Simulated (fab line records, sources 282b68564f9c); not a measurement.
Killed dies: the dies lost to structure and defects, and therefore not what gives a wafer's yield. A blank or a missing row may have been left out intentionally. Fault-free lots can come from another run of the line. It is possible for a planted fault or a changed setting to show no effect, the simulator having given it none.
fab line records    flow rit-cmos
record lots=5  wafers=23
route steps=202 shown PSD@143 SDANNEAL@155 PLDD@159 SILICIDE@162 CONTACT@168 M1@190
start-h: the number of hours between the record's first day and the start of the first shown wafer of the lot    wait-h: time in hours since the lot's previous step    " repeats the value in the row above    L1.1+2: several wafers, shown together as one row    - no value, or no start was given    * or withheld: withheld    < > ~ a bound
route shown NAME@n: a module of which the file shows steps, and the number in the route of the first    usual: the fault-free wafers' mean and standard deviation    same: alike in all rows    chamber/n: place in a boat    sites: each site's reading    _std_site: the standard deviation of these    _edge_site: mean of outer sites minus mean of inner sites    radius-mm: for every site, how far away it sits from the centre of the wafer    mask NAME#n: copy n    behind: the most recent tool/chamber to have shaped the wafer    hold: reason for holding the lot/hours on hold/outcome of the hold    device: the transistor (n, p or np) that didn't switch    end of line: the same wafers' tests at the end of the route    where a step has no rows: the recipe by itself    killed: the dies lost at the first sort to structure and to defects; this is not the yield of the wafer    map: per-die view of a wafer (x killed, . not killed, _ where there is no die)
set.NAME: setting as actually run; set.NAME@STEP: the setting as run at that earlier step    model.NAME: the simulator's own value behind a step, which no gauge read
lots whose settings were changed on purpose; a table a step, a row a wafer
## steps
# step RIT_PSD_COAT_01
# recipe resist=NOVOLAK  spin-rpm=3250  resist-thk-nm=1000
lot.wafer  tool            chamber  start-h  wait-h  set.spin-rpm  model.NOVOLAK_of_PSD_COAT_01.thk-nm
L074.1     litho-track-01  0        47.45    0.1     3110          1022
L074.2     "               0        "        "       3110          1027
L074.3     "               0        "        "       3110          1026
L074.4     "               0        "        "       3250          1003
L074.6     "               0        "        "       3250          1005
L078.1     litho-track-01  0        68.25    0.1     3250          999
L078.2     "               0        "        "       3250          1000
L078.4     "               0        "        "       3250          1002
L078.5     "               0        "        "       3250          1001
L078.6     "               0        "        "       3250          1004
L081.2+3   litho-track-01  0        85.53    0.1     3250          1002
L081.6     "               0        "        "       3250          999.6
L082.1     litho-track-02  0        88.69    0.1     3131          1022
L082.3     "               0        "        "       3250          1003
L082.4     "               0        "        "       3131          1019
L082.5+6   "               0        "        "       3250          1001
L085.1     litho-track-03  0        103.76   0.1     3250          999.3
L085.2+5   "               0        "        "       3250          1002
L085.4     "               0        "        "       3250          1000
L085.6     "               0        "        "       3250          1004
# step RIT_PSD_SOFTBAKE_02
# recipe resist=NOVOLAK  temp-c=90  time-s=60
# step RIT_PSD_EXPOSE_03
# recipe mask-id=M10  na=0.57  target-cd-nm=40900  dose-mj=250
# step RIT_PSD_DEVELOP_05
# recipe resist=NOVOLAK  develop-time-s=50  dev-temp-c=23
# step RIT_PSD_HARDBAKE_07
# recipe resist=NOVOLAK  temp-c=140  time-s=60
lot.wafer  tool            chamber  start-h  wait-h  set.spin-rpm@PSD_COAT_01  model.NOVOLAK_of_PSD_COAT_01.thk-nm
L074.1     litho-track-01  0        48.18    0.0     3110                      902.9
L074.2     "               0        "        "       3110                      907
L074.3     "               0        "        "       3110                      906.5
L074.4     "               0        "        "       3250                      886
L074.6     "               0        "        "       3250                      887.9
L078.1     litho-track-01  0        69.11    0.0     3250                      882.9
L078.2     "               0        "        "       3250                      884
L078.4     "               0        "        "       3250                      885.2
L078.5     "               0        "        "       3250                      884.9
L078.6     "               0        "        "       3250                      886.9
L081.2     litho-track-02  0        86.26    0.0     3250                      885.8
L081.3     "               0        "        "       3250                      885.6
L081.6     "               0        "        "       3250                      883.5
L082.1     litho-track-02  0        89.56    0.0     3131                      902.6
L082.3     "               0        "        "       3250                      886.2
L082.4     "               0        "        "       3131                      900.6
L082.5     "               0        "        "       3250                      884.6
L082.6     "               0        "        "       3250                      884.2
L085.1     litho-track-02  0        104.62   0.0     3250                      883.1
L085.2     "               0        "        "       3250                      885.4
L085.4     "               0        "        "       3250                      883.7
L085.5     "               0        "        "       3250                      885.1
L085.6     "               0        "        "       3250                      887
# step RIT_PSD_IMPLANT_08
# recipe species=BF2  energy-kev=27  dose-cm2=5e+15  tilt-deg=7
lot.wafer   tool          chamber  start-h  wait-h  set.dose-cm2
L074.1+2+4  implanter-03  0        48.33    0.1     4.859e+15
L074.3+6    "             0        "        "       5e+15
L078.1+6    implanter-01  0        69.26    0.1     4.65e+15
L078.2+4+5  "             0        "        "       5e+15
L081.2+3+6  implanter-04  0        86.41    0.1     5e+15
L082.1+4+6  implanter-01  0        89.71    0.1     5e+15
L082.3+5    "             0        "        "       4.824e+15
L085.1+2    implanter-04  0        104.77   0.1     5.358e+15
L085.4+5+6  "             0        "        "       5e+15
# step RIT_PSD_STRIP_09
# recipe chemistry=O2  time-s=180  resist=NOVOLAK  platen-temp-c=withheld  power-w=500  pressure-mtorr=4000  o2-flow-sccm=4000
# step RIT_SDANNEAL_CLEAN_02
# recipe chemistry=SC2  mix=3:3:50  time-s=600  temp-c=75  dry=n2-spin
# step RIT_SDANNEAL_RTA_03
# recipe temp-c=1050  time-s=5  idle-temp-c=600  ramp-up-c-per-s=342  ramp-down-c-per-s=171  cool-to-c=600  ambient=N2
# step RIT_SDANNEAL_RS_MEAS_04
# recipe thk-meas-gauge=four-point-probe
# usual PSD_RS=115.96/0.25
lot.wafer  tool           chamber  start-h  wait-h  set.dose-cm2@PSD_IMPLANT_08  PSD_RS[ohm/sq]
L074.1     film-metro-01  -        49.14    0.0     4.859e+15                    115.71
L074.2     "              -        "        "       4.859e+15                    115.71
L074.3     "              -        "        "       5e+15                        115.60
L074.4     "              -        "        "       4.859e+15                    115.95
L074.6     "              -        "        "       5e+15                        115.39
L078.1     film-metro-04  -        70.07    0.0     4.65e+15                     117.04
L078.2     "              -        "        "       5e+15                        116.11
L078.4     "              -        "        "       5e+15                        116.36
L078.5     "              -        "        "       5e+15                        115.91
L078.6     "              -        "        "       4.65e+15                     116.81
L081.2     film-metro-04  -        87.39    0.1     5e+15                        115.84
L081.3     "              -        "        "       5e+15                        115.98
L081.6     "              -        "        "       5e+15                        115.92
L082.1     film-metro-02  -        90.52    0.0     5e+15                        115.85
L082.3     "              -        "        "       4.824e+15                    116.28
L082.4     "              -        "        "       5e+15                        116.11
L082.5     "              -        "        "       4.824e+15                    116.42
L082.6     "              -        "        "       5e+15                        115.81
L085.1     film-metro-02  -        105.60   0.0     5.358e+15                    115.02
L085.2     "              -        "        "       5.358e+15                    115.05
L085.4     "              -        "        "       5e+15                        116.28
L085.5     "              -        "        "       5e+15                        115.94
L085.6     "              -        "        "       5e+15                        115.71
# step RIT_SDANNEAL_RS_MEAS_06
# recipe thk-meas-gauge=four-point-probe
# usual PLDD_RS=178.7/0.43
lot.wafer  tool           chamber  start-h  wait-h  set.energy-kev@PLDD_IMPLANT_08  PLDD_RS[ohm/sq]
L074.1     film-metro-01  -        49.38    0.1     20.87                           175.6
L074.2     "              -        "        "       20.87                           176.3
L074.3     "              -        "        "       20                              178.7
L074.4     "              -        "        "       20                              178.8
L074.6     "              -        "        "       20                              178.9
L078.1     film-metro-04  -        70.31    0.1     20                              178.0
L078.2     "              -        "        "       19.54                           179.8
L078.4     "              -        "        "       20                              178.3
L078.5     "              -        "        "       19.54                           179.5
L078.6     "              -        "        "       20                              178.4
L081.2     film-metro-04  -        87.63    0.1     20                              178.6
L081.3     "              -        "        "       20                              178.5
L081.6     "              -        "        "       20                              178.7
L082.1     film-metro-02  -        90.76    0.1     20                              179.5
L082.3     "              -        "        "       20                              179.4
L082.4     "              -        "        "       20                              179.0
L082.5     "              -        "        "       20.84                           176.7
L082.6     "              -        "        "       20.84                           176.0
L085.1     film-metro-02  -        105.84   0.1     20.43                           176.9
L085.2     "              -        "        "       20                              178.9
L085.4     "              -        "        "       20.43                           177.1
L085.5     "              -        "        "       20                              178.7
L085.6     "              -        "        "       20                              178.6
# step RIT_SILICIDE_SPUTTER_01
# recipe material=Ti  target-thk-nm=30  power-w=350  chamber-pressure-pa=0.667  gas=Ar  time-s=240  substrate-temp-c=25
lot.wafer       tool            chamber  start-h  wait-h  set.power-w
L074.1+2+3+4+6  pvd-sputter-04  -        49.64    0.0     350
L078.1+5        pvd-sputter-04  -        70.56    0.0     338.9
L078.2+4+6      "               -        "        "       350
L081.2+3+6      pvd-sputter-01  -        87.86    0.0     350
L082.1+3+4+5+6  pvd-sputter-03  -        91.01    0.0     350
L085.1+6        pvd-sputter-01  -        106.10   0.0     350
L085.2+4+5      "               -        "        "       336.6
# step RIT_SILICIDE_RS_MEAS_02
# recipe thk-meas-gauge=four-point-probe  reads=Ti_of_SILICIDE_SPUTTER_01
# usual SILICIDE_TI_RS=48.0/0.79
lot.wafer  tool           chamber  start-h  wait-h  set.power-w@SILICIDE_SPUTTER_01  SILICIDE_TI_RS[ohm/sq]
L074.1     film-metro-02  -        49.79    0.1     350                              47.9
L074.2     "              -        "        "       350                              48.7
L074.3     "              -        "        "       350                              49.0
L074.4     "              -        "        "       350                              48.2
L074.6     "              -        "        "       350                              48.7
L078.1     film-metro-03  -        70.71    0.1     338.9                            49.8
L078.2     "              -        "        "       350                              47.0
L078.4     "              -        "        "       350                              47.0
L078.5     "              -        "        "       338.9                            48.8
L078.6     "              -        "        "       350                              47.3
L081.2     film-metro-03  -        88.03    0.1     350                              50.1
L081.3     "              -        "        "       350                              48.3
L081.6     "              -        "        "       350                              49.4
L082.1     film-metro-04  -        91.16    0.1     350                              47.3
L082.3     "              -        "        "       350                              47.8
L082.4     "              -        "        "       350                              48.3
L082.5     "              -        "        "       350                              48.1
L082.6     "              -        "        "       350                              48.1
L085.1     film-metro-02  -        106.25   0.1     350                              48.9
L085.2     "              -        "        "       336.6                            51.4
L085.4     "              -        "        "       336.6                            50.6
L085.5     "              -        "        "       336.6                            51.5
L085.6     "              -        "        "       350                              49.0
# step RIT_CONTACT_CVD_00
# recipe material=SiO2  target-thk-nm=400  precursor=TEOS  temp-c=390  time-s=61  rf-w=400
lot.wafer  tool      chamber  start-h  wait-h  set.time-s  model.SiO2_of_CONTACT_CVD_00.thk-nm
L074.1     pecvd-03  0        50.14    0.1     64.99       419.6
L074.2     "         2        "        "       61          393.5
L074.3     "         1        "        "       64.99       426.2
L074.4     "         2        "        "       61          397.9
L074.6     "         0        "        "       61          396.5
L078.1     pecvd-01  0        71.07    0.1     61          400.7
L078.2     "         2        "        "       53.07       347.5
L078.4     "         1        "        "       53.07       354.8
L078.5     "         2        "        "       61          403.4
L078.6     "         0        "        "       61          407
L081.2     pecvd-01  0        88.37    0.0     61          401.6
L081.3     "         2        "        "       61          400.3
L081.6     "         1        "        "       61          410.8
L082.1     pecvd-04  1        91.52    0.1     66.63       438.6
L082.3     "         0        "        "       61          399.7
L082.4     "         0        "        "       61          404.1
L082.5     "         1        "        "       66.63       440.9
L082.6     "         2        "        "       66.63       450.4
L085.1     pecvd-04  0        106.60   0.1     61          392.5
L085.2     "         1        "        "       53.18       342.5
L085.4     "         1        "        "       61          401.6
L085.5     "         0        "        "       53.18       343.3
L085.6     "         2        "        "       61          403.5
# step RIT_CONTACT_THK_MEAS_01
# recipe reads=SiO2_of_CONTACT_CVD_00
# usual CONTACT_TEOS_THK=402/4.7
lot.wafer  tool           chamber  start-h  wait-h  set.time-s@CONTACT_CVD_00  CONTACT_TEOS_THK[nm]
L074.1     film-metro-03  -        50.19    0.0     64.99                      420
L074.2     "              -        "        "       61                         394
L074.3     "              -        "        "       64.99                      426
L074.4     "              -        "        "       61                         398
L074.6     "              -        "        "       61                         397
L078.1     film-metro-03  -        71.12    0.0     61                         401
L078.2     "              -        "        "       53.07                      347
L078.4     "              -        "        "       53.07                      355
L078.5     "              -        "        "       61                         403
L078.6     "              -        "        "       61                         407
L081.2     film-metro-02  -        88.43    0.0     61                         402
L081.3     "              -        "        "       61                         400
L081.6     "              -        "        "       61                         411
L082.1     film-metro-03  -        91.57    0.0     66.63                      438
L082.3     "              -        "        "       61                         400
L082.4     "              -        "        "       61                         404
L082.5     "              -        "        "       66.63                      441
L082.6     "              -        "        "       66.63                      450
L085.1     film-metro-02  -        106.66   0.0     61                         392
L085.2     "              -        "        "       53.18                      343
L085.4     "              -        "        "       61                         402
L085.5     "              -        "        "       53.18                      343
L085.6     "              -        "        "       61                         403
# step RIT_M1_EXPOSE_06
# recipe mask-id=M12  na=0.6  source-shape=conventional  sigma-outer=0.5  target-cd-nm=2600  dose-mj=250
lot.wafer       tool              chamber  start-h  wait-h  mask   set.dose-mj
L074.1+2+3+4+6  iline-stepper-01  0        53.44    0.2     M12#0  250
L078.1+2        iline-stepper-02  0        74.40    0.1     M12#0  250
L078.4+5+6      "                 0        "        "       M12#0  266.7
L081.2+3+6      iline-stepper-02  0        91.98    0.2     M12#0  250
L082.1+3+5      iline-stepper-01  0        94.89    0.3     M12#0  250
L082.4+6        "                 0        "        "       M12#0  244.4
L085.1+5+6      iline-stepper-02  0        109.77   0.1     M12#0  250
L085.2+4        "                 0        "        "       M12#0  236.1
# step RIT_M1_PEB_07
# recipe resist=NOVOLAK  temp-c=withheld  time-s=withheld
# step RIT_M1_DEVELOP_08
# recipe resist=NOVOLAK  develop-time-s=68  dev-temp-c=23
# step RIT_M1_CD_MEAS_09
# recipe target-cd-nm=2600
# usual cd-nm=2599.8/2.4
lot.wafer  tool       chamber  start-h  wait-h  set.dose-mj@M1_EXPOSE_06  cd-nm
L074.1     cd-sem-02  -        53.87    -       250                       2596.9
L074.2     "          -        "        "       250                       2600.0
L074.3     "          -        "        "       250                       2598.0
L074.4     "          -        "        "       250                       2597.5
L074.6     "          -        "        "       250                       2597.0
L078.1     cd-sem-01  -        74.83    -       250                       2599.0
L078.2     "          -        "        "       250                       2597.9
L078.4     "          -        "        "       266.7                     2580.3
L078.5     "          -        "        "       266.7                     2577.1
L078.6     "          -        "        "       266.7                     2579.0
L081.2     cd-sem-01  -        92.41    -       250                       2600.0
L081.3     "          -        "        "       250                       2600.1
L081.6     "          -        "        "       250                       2600.1
L082.1     cd-sem-01  -        95.41    -       250                       2604.5
L082.3     "          -        "        "       250                       2602.9
L082.4     "          -        "        "       244.4                     2612.0
L082.5     "          -        "        "       250                       2605.7
L082.6     "          -        "        "       244.4                     2610.1
L085.1     cd-sem-02  -        110.20   -       250                       2597.1
L085.2     "          -        "        "       236.1                     2613.9
L085.4     "          -        "        "       236.1                     2612.5
L085.5     "          -        "        "       250                       2597.4
L085.6     "          -        "        "       250                       2599.6
# step RIT_M1_HARDBAKE_11
# recipe resist=NOVOLAK  temp-c=140  time-s=120
# step RIT_M1_METAL_ETCH_12
# recipe stop-on=SiO2  chemistry=Cl2/BCl3  target=Al  time-s=165  over-etch-frac=0.5  pressure-mtorr=100  target-depth-a=6000  rf-w=250  Cl2_flow_sccm=60  bcl3-flow-sccm=50
lot.wafer  tool          chamber  start-h  wait-h  set.dose-mj@M1_EXPOSE_06  model.M1.cd-nm
L074.1     rie-metal-01  1        54.27    0.2     250                       2598
L074.2+3   "             0        "        "       250                       2603
L074.4     "             1        "        "       250                       2602
L074.6     "             1        "        "       250                       2599
L078.1     rie-metal-02  1        75.23    0.2     250                       2598
L078.2     "             0        "        "       250                       2600
L078.4+6   "             1,0      "        "       266.7                     2580
L078.5     "             1        "        "       266.7                     2576
L081.2     rie-metal-02  0        92.80    0.2     250                       2602
L081.3+6   "             1        "        "       250                       2599
L082.1     rie-metal-03  0        95.81    0.2     250                       2601
L082.3     "             1        "        "       250                       2602
L082.4     "             0        "        "       244.4                     2610
L082.5     "             1        "        "       250                       2606
L082.6     "             0        "        "       244.4                     2607
L085.1     rie-metal-03  1        110.61   0.2     250                       2599
L085.2     "             0        "        "       236.1                     2612
L085.4     "             0        "        "       236.1                     2611
L085.5     "             0        "        "       250                       2595
L085.6     "             1        "        "       250                       2601
# step RIT_M1_STRIP_13
# recipe chemistry=nmp  resist=NOVOLAK  temp-c=80  time-s=600  dry=n2-spin
# step RIT_M1_STRIP_14
# recipe chemistry=O2  time-s=180  platen-temp-c=withheld  power-w=500  pressure-mtorr=4000  o2-flow-sccm=4000
# step RIT_M1_CD_MEAS_90
# recipe target-cd-nm=2600
# usual cd-nm=2600.4/2.8
lot.wafer  tool       chamber  start-h  wait-h  set.dose-mj@M1_EXPOSE_06  cd-nm
L074.1     cd-sem-02  -        54.79    0.1     250                       2598.4
L074.2     "          -        "        "       250                       2603.0
L074.3     "          -        "        "       250                       2603.4
L074.4     "          -        "        "       250                       2601.0
L074.6     "          -        "        "       250                       2599.2
L078.1     cd-sem-02  -        75.92    0.1     250                       2598.4
L078.2     "          -        "        "       250                       2600.1
L078.4     "          -        "        "       266.7                     2579.7
L078.5     "          -        "        "       266.7                     2576.0
L078.6     "          -        "        "       266.7                     2579.9
L081.2     cd-sem-01  -        93.35    0.1     250                       2602.4
L081.3     "          -        "        "       250                       2599.1
L081.6     "          -        "        "       250                       2599.6
L082.1     cd-sem-02  -        96.33    0.1     250                       2600.9
L082.3     "          -        "        "       250                       2602.6
L082.4     "          -        "        "       244.4                     2610.1
L082.5     "          -        "        "       250                       2606.7
L082.6     "          -        "        "       244.4                     2607.3
L085.1     cd-sem-01  -        111.14   0.1     250                       2598.7
L085.2     "          -        "        "       236.1                     2612.5
L085.4     "          -        "        "       236.1                     2611.3
L085.5     "          -        "        "       250                       2595.8
L085.6     "          -        "        "       250                       2600.8
## key
split step=RIT_PSD_COAT_01  setting=spin-rpm  stated=3250  by=wafer
response step=RIT_PSD_COAT_01  reading=model.NOVOLAK_of_PSD_COAT_01.thk-nm  change=-5.03  per=1%  r=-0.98
response step=RIT_PSD_HARDBAKE_07  reading=model.NOVOLAK_of_PSD_COAT_01.thk-nm  change=-4.4  per=1%  r=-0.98
split step=RIT_PSD_IMPLANT_08  setting=dose-cm2  stated=5e+15  by=wafer
response step=RIT_SDANNEAL_RS_MEAS_04  reading=PSD_RS  change=-0.122  per=1%  r=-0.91
split step=RIT_SILICIDE_SPUTTER_01  setting=power-w  stated=350  by=wafer
response step=RIT_SILICIDE_RS_MEAS_02  reading=SILICIDE_TI_RS  change=-0.627  per=1%  r=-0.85
split step=RIT_CONTACT_CVD_00  setting=time-s  stated=61  by=wafer
response step=RIT_CONTACT_CVD_00  reading=model.SiO2_of_CONTACT_CVD_00.thk-nm  change=+4.26  per=1%  r=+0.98
response step=RIT_CONTACT_THK_MEAS_01  reading=CONTACT_TEOS_THK  change=+4.25  per=1%  r=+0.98
split step=RIT_M1_EXPOSE_06  setting=dose-mj  stated=250  by=wafer
response step=RIT_M1_CD_MEAS_09  reading=cd-nm  change=-2.86  per=1%  r=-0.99
response step=RIT_M1_METAL_ETCH_12  reading=model.M1.cd-nm  change=-2.8  per=1%  r=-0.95
response step=RIT_M1_CD_MEAS_90  reading=cd-nm  change=-2.79  per=1%  r=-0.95
split outside-this-file step=RIT_PLDD_IMPLANT_08 setting=energy-kev
# split outside-this-file: this setting was split too, and the file shows its column; the key of that split is in another file
